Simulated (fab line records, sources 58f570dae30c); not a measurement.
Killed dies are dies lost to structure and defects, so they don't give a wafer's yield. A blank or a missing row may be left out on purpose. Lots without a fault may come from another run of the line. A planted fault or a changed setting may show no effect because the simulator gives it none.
Problem report in the 8D (eight disciplines) form, filled by code | flow berkeley_cmos170 | the parts of the form that need people (team, actions taken, sign-off) are left out

1. THE PROBLEM
cd_nm at UCB170_M1_CD_MEAS_09 reads a mean of 708.1 nm on 6 wafers of 2 lots; wafers without a fault read 700.2 nm with a standard deviation of 1.5. That is +5.3 standard deviations from the usual mean.
The step: target cd 700 nm.
First seen on wafer L675.1, day 11 00:28, on cd_sem-01. The record holds 42 wafers of 14 lots with a number at this step. Rule for "out", or "out of limits": more than 4 standard deviations from the usual mean. The other wafers with a number count as sound.

2. WHAT IT IS AND WHAT IT IS NOT
question                    | is                     | is not
which readings at this step | cd_nm                  | -
which lots                  | L675, L680             | L659, L660, L661, L663, L664, L665, L666, L667, L668, L669, L670, L678
which wafers of those lots  | all that have a number | -
read on which gauges        | cd_sem-01, cd_sem-02   | -
when                        | from day 11 00:28      | up to then (33 sound wafers); but 3 sound wafers of L678 came after

3. SUSPECTS, AND WHAT RULES EACH OUT
Counting: a tool at a process step up to the reading stays a suspect if it ran every lot that is out and no sound lot after the first of them.
- the gauge at UCB170_M1_CD_MEAS_09: ruled out. The wafers that are out were read on 2 gauges (cd_sem-01, cd_sem-02).
- litho_track-03 at UCB170_M1_COAT_04 (resist thk 911.6 nm): kept. It ran every lot that is out, first L675 (day 10 23:00), and no sound lot after that; its last sound lot up to then is L668 (day 9 00:00). Its own readings are out on those wafers: spin_speed_rpm.
Left after counting: litho_track-03 at UCB170_M1_COAT_04.

4. THE CAUSE (what the simulator had put in)
Process parameter drift: litho_track-03, from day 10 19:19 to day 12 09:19, at UCB170_M1_COAT_04. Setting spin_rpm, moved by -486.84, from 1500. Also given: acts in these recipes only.
Counting left only this tool.

5. THE CHAIN OF EFFECTS, in route order
Each row: a reading whose mean over the struck wafers that have a number lies more than 3 standard deviations from the usual. Only readings for which the record gives a usual standard deviation are gone through. hours: the time from each lot's start at the first step in this table that gives one to its start at this step, as a median over the lots. sigmas: the change in usual standard deviations.
hours | step                 | reading        | usual      | on struck wafers | change | sigmas
0     | UCB170_M1_COAT_04    | spin_speed_rpm | 1500.1 rpm | 1012.9           | -487.2 | -99 or more
1     | UCB170_M1_CD_MEAS_09 | cd_nm          | 700.2 nm   | 708.1            | +7.9   | +5.3
The process steps in it:
- UCB170_M1_COAT_04: resist thk 911.6 nm.

6. WHAT WOULD HAVE CAUGHT IT SOONER
In this record the first reading out of limits at a measuring or inspecting step was taken at day 11 00:28, 5 hours after the fault began at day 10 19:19.
The tool's own readings at UCB170_M1_COAT_04 were out on every struck wafer that the step has a row for (spin_speed_rpm): an alarm limit on them would have fired on the first of those.
Of the lots that are out (2), L680 began UCB170_M1_COAT_04 on litho_track-03 after day 11 00:28. A hold on the tool at that time would have spared it.
